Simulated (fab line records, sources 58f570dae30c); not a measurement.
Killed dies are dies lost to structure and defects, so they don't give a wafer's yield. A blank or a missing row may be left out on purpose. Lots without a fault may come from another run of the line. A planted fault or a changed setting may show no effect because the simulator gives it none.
Which tool did it? | flow berkeley_cmos170 | 14 lots, 42 wafers sampled, at 4 steps of a route of 331

WHAT THE GAUGES READ, wafer by wafer
The record holds no reading of a measuring or inspecting step that can be judged against a usual standard deviation.

WHICH TOOL RAN EACH LOT (tool, then ch and the chambers of the sampled wafers, then the start)
lot  | UCB170_ACTIVE_STRIP_16              | UCB170_PLDD_PEB_04                | UCB170_V1_STRIP_15                   | UCB170_M3_STRIP_19
L680 | plasma_asher-01 ch 0,1, day 5 11:55 | litho_track-01 ch 0, day 7 13:18  | plasma_asher-03 ch 0,1, day 8 21:25  | plasma_asher-01 ch 0,1, day 9 09:44
L679 | plasma_asher-03 ch 0,1, day 5 12:07 | litho_track-02 ch 0, day 7 22:53  | plasma_asher-03 ch 0,1, day 9 01:53  | plasma_asher-01 ch 0,1, day 9 14:46
L683 | plasma_asher-03 ch 0,1, day 6 06:44 | litho_track-02 ch 0, day 8 15:53  | plasma_asher-01 ch 0,1, day 9 22:10  | plasma_asher-01 ch 0,1, day 10 10:23
L682 | plasma_asher-01 ch 0,1, day 6 06:56 | litho_track-01 ch 0, day 8 16:09  | plasma_asher-03 ch 1, day 9 22:01    | plasma_asher-01 ch 0, day 10 09:48
L685 | plasma_asher-03 ch 0,1, day 6 15:31 | litho_track-01 ch 0, day 9 10:00  | plasma_asher-01 ch 0, day 10 23:04   | plasma_asher-01 ch 0,1, day 11 11:50
L684 | plasma_asher-01 ch 0,1, day 6 15:35 | litho_track-02 ch 0, day 9 10:00  | plasma_asher-03 ch 0,1, day 10 19:47 | plasma_asher-02 ch 0,1, day 11 10:37
L689 | plasma_asher-03 ch 0,1, day 7 18:05 | litho_track-02, day 10 06:00      | plasma_asher-01 ch 0,1, day 11 17:17 | plasma_asher-02 ch 1, day 12 05:32
L690 | plasma_asher-03 ch 0,1, day 7 18:38 | litho_track-04, day 10 05:00      | plasma_asher-04 ch 0,1, day 11 11:43 | plasma_asher-02 ch 0,1, day 12 00:32
L691 | plasma_asher-04 ch 0,1, day 7 18:42 | litho_track-04 ch 0, day 10 05:00 | plasma_asher-04 ch 1, day 11 12:42   | plasma_asher-01 ch 0,1, day 12 01:25
L692 | plasma_asher-01 ch 0,1, day 7 18:52 | litho_track-01 ch 0, day 10 04:00 | plasma_asher-04 ch 0,1, day 11 12:52 | plasma_asher-02 ch 0,1, day 12 01:12
L697 | plasma_asher-01 ch 0,1, day 8 07:53 | litho_track-04 ch 0, day 10 20:00 | plasma_asher-03 ch 0,1, day 13 01:44 | plasma_asher-03 ch 0,1, day 13 12:28
L698 | plasma_asher-03 ch 0,1, day 8 13:08 | litho_track-02 ch 0, day 10 20:00 | plasma_asher-04 ch 1, day 12 22:11   | plasma_asher-01 ch 0,1, day 13 09:27
L701 | plasma_asher-01 ch 0,1, day 9 10:19 | litho_track-02 ch 0, day 11 23:00 | plasma_asher-03 ch 0,1, day 13 01:59 | plasma_asher-01 ch 0,1, day 13 13:51
L702 | plasma_asher-01 ch 0,1, day 9 14:51 | litho_track-02 ch 0, day 11 22:00 | plasma_asher-01 ch 0,1, day 13 01:50 | plasma_asher-01 ch 0,1, day 13 11:42
- UCB170_ACTIVE_STRIP_16: strips in O2.
- UCB170_PLDD_PEB_04
- UCB170_V1_STRIP_15: strips in O2.
- UCB170_M3_STRIP_19: strips in O2.

WHAT THE TOOLS THEMSELVES READ (means of the sampled wafers that have a number; where no wafer has one, the mark that the record gives instead)
UCB170_ACTIVE_STRIP_16.
lot  | tool            | drypump_motor_current_A (A) | o2_flow_sccm (sccm) | oes_product_au (a.u.) | strip_time_to_endpoint_s (s)
L680 | plasma_asher-01 | 5.4                         | 398.7               | 0.722                 | 18.16
L679 | plasma_asher-03 | 6.1                         | 400.2               | 0.719                 | 18.13
L683 | plasma_asher-03 | 5.8                         | 400.8               | 0.722                 | 18.19
L682 | plasma_asher-01 | 5.6                         | 400.4               | 0.720                 | 18.05
L685 | plasma_asher-03 | 5.8                         | 400.4               | 0.718                 | 18.14
L684 | plasma_asher-01 | 5.5                         | 400.9               | 0.721                 | 18.08
L689 | plasma_asher-03 | 5.8                         | 399.5               | 0.722                 | 18.13
L690 | plasma_asher-03 | 5.8                         | 400.9               | 0.716                 | 18.03
L691 | plasma_asher-04 | 5.4                         | 401.0               | 0.719                 | 18.10
L692 | plasma_asher-01 | 5.4                         | 400.3               | 0.723                 | 18.01
L697 | plasma_asher-01 | 5.5                         | 401.6               | 0.720                 | 18.16
L698 | plasma_asher-03 | 6.1                         | 401.2               | 0.718                 | 18.11
L701 | plasma_asher-01 | 5.6                         | 399.6               | 0.721                 | 18.15
L702 | plasma_asher-01 | 5.4                         | 400.6               | 0.721                 | 18.05

UCB170_PLDD_PEB_04.
lot  | tool           | chill_plate_temp_C (C) | exhaust_pa (Pa)
L680 | litho_track-01 | 23.03                  | 45.7
L679 | litho_track-02 | 22.98                  | 44.4
L683 | litho_track-02 | 23.07                  | 45.7
L682 | litho_track-01 | 22.93                  | 45.5
L685 | litho_track-01 | 22.88                  | 45.7
L684 | litho_track-02 | 23.06                  | 45.1
L689 | litho_track-02 | -                      | -
L690 | litho_track-04 | -                      | -
L691 | litho_track-04 | 23.19                  | 45.3
L692 | litho_track-01 | 23.18                  | 44.8
L697 | litho_track-04 | 23.01                  | 44.3
L698 | litho_track-02 | 23.03                  | 45.6
L701 | litho_track-02 | 23.17                  | 44.5
L702 | litho_track-02 | 22.96                  | 45.4

UCB170_V1_STRIP_15.
lot  | tool            | drypump_motor_current_A (A) | o2_flow_sccm (sccm) | oes_product_au (a.u.) | strip_time_to_endpoint_s (s)
L680 | plasma_asher-03 | 6.0                         | 399.1               | 0.721                 | 15.62
L679 | plasma_asher-03 | 5.8                         | 400.3               | 0.723                 | 15.51
L683 | plasma_asher-01 | 5.5                         | 399.7               | 0.717                 | 15.56
L682 | plasma_asher-03 | 5.6                         | 399.7               | 0.722                 | 15.76
L685 | plasma_asher-01 | 5.2                         | 401.6               | 0.722                 | 15.53
L684 | plasma_asher-03 | 5.8                         | 400.0               | 0.727                 | 15.55
L689 | plasma_asher-01 | 5.4                         | 400.4               | 0.721                 | 15.50
L690 | plasma_asher-04 | 5.4                         | 399.0               | 0.722                 | 15.55
L691 | plasma_asher-04 | 5.5                         | 398.5               | 0.721                 | 15.54
L692 | plasma_asher-04 | 5.4                         | 399.4               | 0.720                 | 15.60
L697 | plasma_asher-03 | 5.8                         | 400.3               | 0.717                 | 15.70
L698 | plasma_asher-04 | 5.5                         | 399.0               | 0.723                 | 15.50
L701 | plasma_asher-03 | 6.1                         | 401.7               | 0.725                 | 15.68
L702 | plasma_asher-01 | 5.4                         | 399.5               | 0.722                 | 15.64

UCB170_M3_STRIP_19.
lot  | tool            | drypump_motor_current_A (A) | o2_flow_sccm (sccm) | oes_product_au (a.u.)
L680 | plasma_asher-01 | 5.4                         | 400.4               | 0.557
L679 | plasma_asher-01 | 5.5                         | 399.0               | 0.569
L683 | plasma_asher-01 | 5.4                         | 400.1               | 0.544
L682 | plasma_asher-01 | 5.2                         | 401.2               | 0.555
L685 | plasma_asher-01 | 5.6                         | 399.3               | 0.569
L684 | plasma_asher-02 | 6.0                         | 399.5               | 0.552
L689 | plasma_asher-02 | 6.2                         | 401.3               | 0.568
L690 | plasma_asher-02 | 6.0                         | 399.8               | 0.567
L691 | plasma_asher-01 | 5.5                         | 400.0               | 0.558
L692 | plasma_asher-02 | 6.0                         | 400.1               | 0.557
L697 | plasma_asher-03 | 6.1                         | 400.2               | 0.548
L698 | plasma_asher-01 | 5.4                         | 399.3               | 0.553
L701 | plasma_asher-01 | 5.5                         | 400.7               | 0.549
L702 | plasma_asher-01 | 5.6                         | 400.4               | 0.558

THE ANSWER, worked out from the rows above alone
Rule: what is usual is taken from the lots themselves. Put in order of their means at a reading, lots are off if they are a third of the lots or fewer, leave a main group of 4 or more, and stand apart from it by a gap of 3 or more times the standard deviation of the main group's means; of several such gaps the widest counts. A main group whose means are all the same, to the digits that the tables above print for the reading, isn't used. A lot without any number at a reading at which 4 lots or more have one is off too. The other lots that the step has rows for count as sound. The gauges are gone through in route order, then the tools' own readings, and for those a lot's mean is taken as printed above. The first step at which some lot is off is used, and at that step the reading that is off furthest; a lot without a number counts as furthest.
Off: L689, L690, at UCB170_PLDD_PEB_04 (chill_plate_temp_C). Without a number there: L689, L690. The main group: mean 23.04 C, standard deviation 0.095.
A tool fits if, at that step or a process step before it, it ran every lot that is off, and no sound lot after the first of them. None of those tried fits.

WHAT THE SIMULATOR HAD PUT IN
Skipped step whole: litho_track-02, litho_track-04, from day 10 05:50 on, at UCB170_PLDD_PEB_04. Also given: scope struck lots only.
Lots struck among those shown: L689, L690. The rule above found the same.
